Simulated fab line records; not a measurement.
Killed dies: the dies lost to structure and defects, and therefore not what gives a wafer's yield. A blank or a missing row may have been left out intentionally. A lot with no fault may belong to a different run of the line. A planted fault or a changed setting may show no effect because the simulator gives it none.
The same fault as seen by 2 desks | flow berkeley cmos170 | numbers are kept per desk, each desk with only its own; the story behind them comes last

FROM THE METROLOGY DESK
Means of the sampled wafers that have a number, per lot and without regard to the tool the lot ran on: this is what the gauges read. A lot is out of limits, marked OUT, if its mean lies more than 4 standard deviations from the usual mean; the brackets give that distance.
Columns: A = SACOX_OXIDE_THK at UCB170_SACOX_THK_MEAS_02, usual 14.51 nm; B = cd nm at UCB170_NLDD_CD_MEAS_06, usual 1199.5 nm
lot  | first seen here | A     | B
L774 | day 5 13:02     | 14.67 | 1198.6
L775 | day 5 13:02     | 14.21 | 1198.6
L773 | day 5 13:06     | 14.79 | 1199.5
L776 | day 5 23:22     | 14.11 | 1199.5
L777 | day 5 23:23     | 14.45 | 1201.0
L779 | day 6 15:30     | 14.34 | 1199.7
L781 | day 7 00:46     | 14.68 | 1198.9
L782 | day 7 10:16     | 14.78 | 1200.2
L784 | day 7 18:47     | 14.51 | 1199.4
L785 | day 8 00:23     | 14.36 | 1207.7 (+6.3) OUT
L787 | day 8 05:53     | 14.54 | 1199.0
L786 | day 8 05:54     | 14.70 | 1206.9 (+5.7) OUT
L789 | day 8 21:43     | 14.32 | 1201.0
L795 | day 10 03:47    | 14.83 | 1199.5
This desk's verdict: out of limits on L785, L786, starting with L785 at day 9 05:34 (cd nm at UCB170_NLDD_CD_MEAS_06). Within limits: L774, L775, L773, L776, L777, L779, L781, L782, L784, L787, L789, L795.

TOOL OWNER'S DESK, litho track-04
The tool's own readings at UCB170_NLDD_COAT_01 (resist thk 900 nm): means of the sampled wafers that have a number, for each lot that ran on this tool. A lot is out of limits, marked OUT, if its mean lies more than 4 standard deviations from the usual mean; the brackets give that distance.
Columns: A = exhaust pa at UCB170_NLDD_COAT_01, usual 45.2 Pa
lot  | first seen here | A
L773 | day 6 19:58     | 45.0
L777 | day 7 06:14     | 45.3
L782 | day 8 17:13     | 44.7
L784 | day 8 23:01     | 44.9
L785 | day 9 04:44     | 46.0
L786 | day 9 18:05     | 45.1
Result from this desk: across the 6 lots, nothing is out of limits.

ALL TOGETHER
The metrology desk could have raised an alarm at day 9 05:34, on L785, L786.
The tool owner's desk saw nothing out of limits.
On record at the tool owner's desk: L785, L786, within its limits.
On litho track-04, each named lot ran UCB170_NLDD_COAT_01.

WHAT THE SIMULATOR HAD PUT IN
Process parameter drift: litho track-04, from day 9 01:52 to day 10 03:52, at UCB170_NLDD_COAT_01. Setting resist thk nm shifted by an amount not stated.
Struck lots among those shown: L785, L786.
Delay in hours, fault start to first out-of-limits reading, per desk: metrology desk 4.
